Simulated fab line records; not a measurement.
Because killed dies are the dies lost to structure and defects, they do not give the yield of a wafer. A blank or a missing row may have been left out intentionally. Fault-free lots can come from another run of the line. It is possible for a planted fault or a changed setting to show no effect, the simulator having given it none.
Which tool is to blame? + flow berkeleyCmos170 + 7 lots, 21 wafers sampled, at 4 steps of a route of 331

WHAT THE GAUGES READ, wafer by wafer
UCB170_SDANNEAL_RS_MEAS_05: measurement is done with a four-point probe.
| lot  | measured     | on           | NLDD_RS (ohm/sq)                    |
|------|--------------|--------------|-------------------------------------|
| L534 | day 7 17:29  | filmMetro-04 | 617.9 617.0 617.2                   |
| L541 | day 8 05:41  | filmMetro-02 | 617.7 616.2 615.1                   |
| L539 | day 8 06:10  | filmMetro-03 | 616.9 619.3 618.5                   |
| L543 | day 9 07:52  | filmMetro-03 | 617.1 617.5 617.7                   |
| L547 | day 10 08:02 | filmMetro-02 | 625.9 625.9 627.5 626.7 626.6 626.4 |
| L554 | day 11 11:38 | filmMetro-04 | 613.8 612.8 613.9                   |
| L556 | day 11 19:26 | filmMetro-04 | 618.3 617.4 618.5                   |

TOOL THAT RAN EACH LOT (tool first, then ch and the chambers of the sampled wafers, then the start)
| lot  | UCB170_PLDD_STRIP_10                | UCB170_NLDD_IMPLANT_09          | UCB170_SPACER_ETCHBACK_03         |
|------|-------------------------------------|---------------------------------|-----------------------------------|
| L534 | plasmaAsher-04 ch 0,1, day 7 03:33  | implanter-03 ch 0, day 7 06:19  | rieDiel-02 ch 0,2,3, day 7 09:16  |
| L541 | plasmaAsher-03 ch 0,1, day 7 19:40  | implanter-03 ch 0, day 7 21:29  | rieDiel-01 ch 0,1,2, day 8 01:00  |
| L539 | plasmaAsher-02 ch 0,1, day 7 20:10  | implanter-04 ch 0, day 7 22:01  | rieDiel-03 ch 0,2, day 8 01:00    |
| L543 | plasmaAsher-02 ch 0,1, day 8 13:57  | implanter-03 ch 0, day 8 19:10  | rieDiel-02 ch 0,2, day 8 23:55    |
| L547 | plasmaAsher-03 ch 0,1, day 9 16:10  | implanter-04 ch 0, day 9 17:56  | rieDiel-02 ch 0,2,3, day 10 00:50 |
| L554 | plasmaAsher-03 ch 0,1, day 10 20:34 | implanter-01 ch 0, day 10 22:53 | rieDiel-03 ch 0,3, day 11 03:35   |
| L556 | plasmaAsher-02 ch 0,1, day 11 06:26 | implanter-01 ch 0, day 11 08:16 | rieDiel-03 ch 1,2,3, day 11 12:07 |
- UCB170_PLDD_STRIP_10: strips in O2.
- UCB170_NLDD_IMPLANT_09
- UCB170_SPACER_ETCHBACK_03: etches SiO2 in CHF3/CF4/Ar, stops on Si, target depth 376 nm, time 100 s.

THE ANSWER, worked out from the rows above alone
Rule: usual is defined by the lots themselves. The widest of any qualifying gaps counts: lots, ordered by their means at a reading, are off when they make up no more than a third of the lots, leave a main group of 4 or more, and stand apart from it by 3 or more times the standard deviation of that group's means. A main group whose means are all the same, to the digits that the tables above print for the reading, isn't used. Also off: a lot with no number at a reading for which 4 or more lots have one. Any other lot the step has rows for is counted as sound.
Off: L547, at UCB170_SDANNEAL_RS_MEAS_05 (NLDD_RS). The main group has a mean of 616.8 ohm/sq with a standard deviation of 1.6.
If a tool, at a process step before that reading, ran all the lots that are off and no sound lot after the first of them, it fits. Gauges at UCB170_SDANNEAL_RS_MEAS_05: tried the same way as those tools. Can't be told from this: 3 tools fit, implanter-04 at UCB170_NLDD_IMPLANT_09, rieDiel-02 at UCB170_SPACER_ETCHBACK_03, filmMetro-02 at UCB170_SDANNEAL_RS_MEAS_05.

WHAT THE SIMULATOR PUT IN
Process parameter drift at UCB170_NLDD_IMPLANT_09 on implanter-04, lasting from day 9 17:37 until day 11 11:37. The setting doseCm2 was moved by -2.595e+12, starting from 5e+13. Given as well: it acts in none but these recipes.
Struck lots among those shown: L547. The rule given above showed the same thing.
